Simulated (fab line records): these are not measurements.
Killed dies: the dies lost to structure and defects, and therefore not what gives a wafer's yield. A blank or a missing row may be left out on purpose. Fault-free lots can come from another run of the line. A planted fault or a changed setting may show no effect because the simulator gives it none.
Which tool was responsible? | flow berkeleyCmos170 | 45 wafers from 15 lots sampled at 3 of the route's 331 steps

## WHAT THE GAUGES SHOWED, per wafer
UCB170_NSD_OVL_MEAS_07. Usual: NSD_OVL -1 nm, standard deviation 4.7.
lot  | measured     | on         | NSD_OVL (nm) | flag
L536 | day 8 05:59  | overlay-02 | -5 -5 2      | 
L535 | day 8 07:07  | overlay-02 | 1 -4 1       | 
L539 | day 8 16:55  | overlay-02 | 0 -4 -2      | 
L540 | day 8 17:17  | overlay-02 | 2 -5 -3      | 
L537 | day 8 17:25  | overlay-01 | -6 3 3       | 
L541 | day 8 19:48  | overlay-02 | 5 -1 -2      | 
L543 | day 9 14:35  | overlay-02 | 0 1 -11      | 
L544 | day 9 14:55  | overlay-02 | -7 0 -4      | 
L547 | day 10 06:11 | overlay-01 | 1 -4 0       | 
L546 | day 10 06:41 | overlay-02 | 2 4 5        | 
L550 | day 11 05:50 | overlay-02 | 1 2 2        | 
L549 | day 11 06:34 | overlay-01 | 1 2 5        | 
L554 | day 11 22:17 | overlay-02 | -4 -5 3      | 
L557 | day 12 11:07 | overlay-02 | -6 -5 -9     | 
L558 | day 12 23:21 | overlay-02 | -6 -2 -10    | 

UCB170_V1_THK_MEAS_04. Usual: V1_POLISHED_THK 1000.1 nm, standard deviation 1.1.
lot  | measured     | on           | V1_POLISHED_THK (nm) | flag
L536 | day 8 18:20  | filmMetro-04 | 1000.9 1000.9 999.8  | 
L535 | day 8 20:13  | filmMetro-04 | 1001.8 1000.7 998.0  | 
L539 | day 9 03:54  | filmMetro-03 | 998.7 999.3 999.5    | 
L540 | day 9 06:34  | filmMetro-04 | 999.6 998.3 998.5    | 
L537 | day 9 06:34  | filmMetro-02 | 998.5 999.5 999.5    | 
L541 | day 9 07:55  | filmMetro-02 | 1000.2 1001.3 1000.5 | 
L543 | day 10 05:12 | filmMetro-02 | 1000.2 998.8 999.2   | 
L544 | day 10 06:32 | filmMetro-04 | 1000.5 999.5 1000.5  | 
L547 | day 10 18:06 | filmMetro-02 | 1000.5 998.9 1001.3  | 
L546 | day 10 23:26 | filmMetro-04 | 1000.1 999.4 1000.2  | 
L550 | day 11 19:28 | filmMetro-03 | 999.5 1001.8 1000.7  | 
L549 | day 11 20:52 | filmMetro-03 | 1001.9 1002.7 1000.9 | 
L554 | day 12 12:31 | filmMetro-03 | 1000.3 1000.2 1001.0 | 
L557 | day 13 02:01 | filmMetro-04 | 999.8 1002.0 999.8   | 
L558 | day 13 10:01 | filmMetro-02 | 1000.4 1001.3 1003.0 | 

## TOOL THAT RAN EACH LOT (tool first, then ch and the chambers of the sampled wafers, then the start)
lot  | UCB170_SILICIDE_RTA_04
L536 | rtpAnneal-02 ch 0, day 8 08:52
L535 | rtpAnneal-02 ch 0, day 8 10:27
L539 | rtpAnneal-01 ch 0, day 8 19:04
L540 | rtpAnneal-02 ch 0, day 8 19:44
L537 | rtpAnneal-01 ch 0, day 8 20:01
L541 | rtpAnneal-01 ch 0, day 8 22:08
L543 | rtpAnneal-02 ch 0, day 9 18:04
L544 | rtpAnneal-02 ch 0, day 9 18:38
L547 | rtpAnneal-02 ch 0, day 10 08:19
L546 | rtpAnneal-02 ch 0, day 10 08:56
L550 | rtpAnneal-01 ch 0, day 11 08:20
L549 | rtpAnneal-02 ch 0, day 11 09:14
L554 | rtpAnneal-01 ch 0, day 12 01:10
L557 | rtpAnneal-01 ch 0, day 12 13:16
L558 | rtpAnneal-01 ch 0, day 13 01:29
- UCB170_SILICIDE_RTA_04: time 15 s.

## AS READ BY THE TOOLS THEMSELVES (means over the sampled wafers that have a number; for cases with no such wafer, the mark the record gives instead)
UCB170_SILICIDE_RTA_04. Usual: lampPowerPct 10.4 %, standard deviation 0.48; wafer_temp_C_max 653.1, standard deviation 0.82.
lot  | tool         | lampPowerPct (%) | wafer_temp_C_max | flag
L536 | rtpAnneal-02 | 9.9              | 652.3            | 
L535 | rtpAnneal-02 | 9.9              | 652.4            | 
L539 | rtpAnneal-01 | 10.9             | 654.1            | 
L540 | rtpAnneal-02 | 9.9              | 652.2            | 
L537 | rtpAnneal-01 | 10.9             | 653.4            | 
L541 | rtpAnneal-01 | 10.9             | 653.8            | 
L543 | rtpAnneal-02 | 9.9              | 652.5            | 
L544 | rtpAnneal-02 | 9.9              | 652.2            | 
L547 | rtpAnneal-02 | 12.6             | 722.7            | OFF
L546 | rtpAnneal-02 | 12.6             | 722.6            | OFF
L550 | rtpAnneal-01 | 10.9             | 653.6            | 
L549 | rtpAnneal-02 | 12.6             | 722.0            | OFF
L554 | rtpAnneal-01 | 10.9             | 653.8            | 
L557 | rtpAnneal-01 | 10.9             | 653.0            | 
L558 | rtpAnneal-01 | 10.9             | 654.6            | 

## THE ANSWER, worked out from the rows above alone
Rule: take the mean of a lot's wafers that have a number; if it is more than 3 standard deviations from the usual mean, the lot is off. Also off: a lot with no number at a reading for which 4 or more lots have one. All remaining lots with rows at the step are treated as sound. Order of review: gauges by route order, followed by the tools' own readings, for which a lot's mean as printed above is used. At the first step where some lot is off, the reading lying furthest off is the one used; lots without a number count as furthest.
Off: L547, L546, L549, at UCB170_SILICIDE_RTA_04 (wafer_temp_C_max).
If a tool, at that step or one of the process steps before it, ran each lot that is off and ran no sound lot following the first of them, it fits. One candidate fits, namely rtpAnneal-02 at UCB170_SILICIDE_RTA_04. A fault onset in the window from L544 (day 9 18:38, its last sound lot) to L547 (day 10 08:19, its first lot off) fits.
On the lots that are off, the tool's own readings at UCB170_SILICIDE_RTA_04 differ by more than 5 times the standard deviation of the sound lots' means, which bears it out; wafer_temp_C_max reads 722.4 there versus 653.2 on the sound lots.

## WHAT THE SIMULATOR PUT IN
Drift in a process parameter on rtpAnneal-02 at UCB170_SILICIDE_RTA_04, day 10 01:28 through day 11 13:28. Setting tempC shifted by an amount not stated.
Lots struck among those shown: L547, L546, L549. The rule above found the same.
